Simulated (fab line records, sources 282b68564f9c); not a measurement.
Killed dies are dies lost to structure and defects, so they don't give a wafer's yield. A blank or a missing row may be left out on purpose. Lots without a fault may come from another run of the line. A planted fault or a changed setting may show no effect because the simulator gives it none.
Which tool did it? | flow rit_cmos | 14 lots, 42 wafers sampled, at 2 steps of a route of 202

WHAT THE GAUGES READ, wafer by wafer
RIT_PLDD_OVL_MEAS_06.
lot  | measured    | on         | PLDD_OVL (nm)
L143 | day 2 20:40 | overlay-02 | 1.5 1.6 -0.1
L144 | day 3 00:33 | overlay-01 | -0.1 -0.5 -0.1
L145 | day 3 11:10 | overlay-02 | -0.2 1.3 0.4
L146 | day 3 17:23 | overlay-02 | 1.5 0.4 0.1
L147 | day 3 22:27 | overlay-02 | 0.5 2.1 0.1
L148 | day 4 01:27 | overlay-02 | 0.1 0.9 -0.4
L151 | day 4 19:44 | overlay-02 | - - -
L155 | day 5 12:08 | overlay-01 | - - -
L156 | day 5 19:10 | overlay-02 | -1.2 -1.3 -0.4
L157 | day 6 09:11 | overlay-02 | -1.5 -1.3 -0.6
L159 | day 6 18:05 | overlay-02 | 0.3 0.0 -0.6
L161 | day 7 07:05 | overlay-02 | -4.0 -2.8 -1.4
L163 | day 7 22:12 | overlay-02 | 0.4 -0.2 2.4
L165 | day 8 10:43 | overlay-01 | 0.3 -1.3 -2.6

WHICH TOOL RAN EACH LOT (tool, then ch and the chambers of the sampled wafers, then the start)
lot  | RIT_PLDD_EXPOSE_03
L143 | iline_stepper-01 ch 0, day 2 20:16
L144 | iline_stepper-02 ch 0, day 3 00:08
L145 | iline_stepper-02 ch 0, day 3 10:47
L146 | iline_stepper-01 ch 0, day 3 17:02
L147 | iline_stepper-01 ch 0, day 3 21:56
L148 | iline_stepper-02 ch 0, day 4 01:04
L151 | iline_stepper-01 ch 0, day 4 19:20
L155 | iline_stepper-01 ch 0, day 5 11:44
L156 | iline_stepper-02 ch 0, day 5 18:46
L157 | iline_stepper-02 ch 0, day 6 08:49
L159 | iline_stepper-02 ch 0, day 6 17:42
L161 | iline_stepper-02 ch 0, day 7 06:42
L163 | iline_stepper-02 ch 0, day 7 21:48
L165 | iline_stepper-02 ch 0, day 8 10:15
- RIT_PLDD_EXPOSE_03: exposes mask M8, target cd 40900 nm.

WHAT THE TOOLS THEMSELVES READ (means of the sampled wafers that have a number; where no wafer has one, the mark that the record gives instead)
The record holds no such reading with a usual standard deviation.

THE ANSWER, worked out from the rows above alone
Rule: what is usual is taken from the lots themselves. Put in order of their means at a reading, lots are off if they are a third of the lots or fewer, leave a main group of 4 or more, and stand apart from it by a gap of 3 or more times the standard deviation of the main group's means; of several such gaps the widest counts. A main group whose means are all the same, to the digits that the tables above print for the reading, isn't used. A lot without any number at a reading at which 4 lots or more have one is off too. The other lots that the step has rows for count as sound. The gauges are gone through in route order, then the tools' own readings, and for those a lot's mean is taken as printed above. The first step at which some lot is off is used, and at that step the reading that is off furthest; a lot without a number counts as furthest.
Off: L151, L155, at RIT_PLDD_OVL_MEAS_06 (PLDD_OVL). Without a number there: L151, L155. The main group: mean -0.2 nm, standard deviation 1.1.
A tool fits if, at a process step before that reading, it ran every lot that is off, and no sound lot after the first of them. The gauges at RIT_PLDD_OVL_MEAS_06 are tried like those tools. One fits: iline_stepper-01 at RIT_PLDD_EXPOSE_03. Its last sound lot is L147 (day 3 21:56), its first lot that is off L151 (day 4 19:20): a fault that began between those two fits.

WHAT THE SIMULATOR HAD PUT IN
Scanner matching overlay: iline_stepper-01, from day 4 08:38 on, at RIT_PLDD_EXPOSE_03. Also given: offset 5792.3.
Lots struck among those shown: L151, L155. The rule above found the same.
